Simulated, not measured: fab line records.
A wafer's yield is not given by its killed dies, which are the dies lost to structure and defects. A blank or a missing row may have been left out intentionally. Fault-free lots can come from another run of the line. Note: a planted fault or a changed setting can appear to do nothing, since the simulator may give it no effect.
2 desks, one fault ; flow berkeleyCmos170 ; only its own numbers are on each desk; what lay behind them is given at the end

AT THE TOOL OWNER'S DESK: implanter-01
The tool's own readings at UCB170_PWELL_IMPLANT_15, given as means over the sampled wafers that have a number, one for each lot that went through this tool. Marked OUT: a lot whose mean sits more than 4 standard deviations from the usual mean, which makes it out of limits; the brackets give that distance.
Columns: A = beamEnergyKeV at UCB170_PWELL_IMPLANT_15, usual 60.003; B = endStationPressureTorr at UCB170_PWELL_IMPLANT_15, usual 4.96e-06 Torr
lot;first seen here;A;B
L784;day 3 15:28;60.017;4.94e-06
L795;day 6 00:25;54.655 (-99 or more) OUT;5.09e-06
L797;day 6 09:31;54.662 (-99 or more) OUT;5.09e-06
This desk's finding: out of limits on L795, L797; first on L795, day 6 00:25 (beamEnergyKeV at UCB170_PWELL_IMPLANT_15). Within limits: L784.

AT THE METROLOGY DESK
What the gauges read for every lot (on any tool): the sampled wafers with a number, averaged. Marked OUT: a lot whose mean sits more than 4 standard deviations from the usual mean, which makes it out of limits; the brackets give that distance.
Columns: A = PWELL_OXIDE_THK at UCB170_PWELL_THK_MEAS_03, usual 26.3 nm; B = PWELL_NITRIDE_THK at UCB170_PWELL_THK_MEAS_06, usual 218.7 nm; C = PWELL_OVL at UCB170_PWELL_OVL_MEAS_13, usual 0 nm
lot;first seen here;A;B;C
L782;day 2 20:58;26.0;217.4;-4
L784;day 3 04:55;26.4;222.7;9
L795;day 5 15:38;26.3;220.4;12
L797;day 6 02:56;26.1;214.6;-4
L798;day 6 07:09;26.0;217.5;0
L801;day 7 01:01;25.9;218.8;-3
Finding of this desk: none of the 6 lots has anything out of limits.

ALL TOGETHER
The tool owner's desk had the chance to raise an alarm at day 6 00:25 on L795, L797.
From the metrology desk's view, nothing was out of limits.
The metrology desk has L795, L797 on record, within its limits.
The lots listed all ran UCB170_PWELL_IMPLANT_15 on implanter-01.

WHAT HAD BEEN PUT IN BY THE SIMULATOR
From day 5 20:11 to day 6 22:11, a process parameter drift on implanter-01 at UCB170_PWELL_IMPLANT_15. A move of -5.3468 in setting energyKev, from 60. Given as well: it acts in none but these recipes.
Lots struck among those shown: L795, L797.
Time in hours from fault onset to the first out-of-limits reading at each desk: the tool owner's desk, 4.
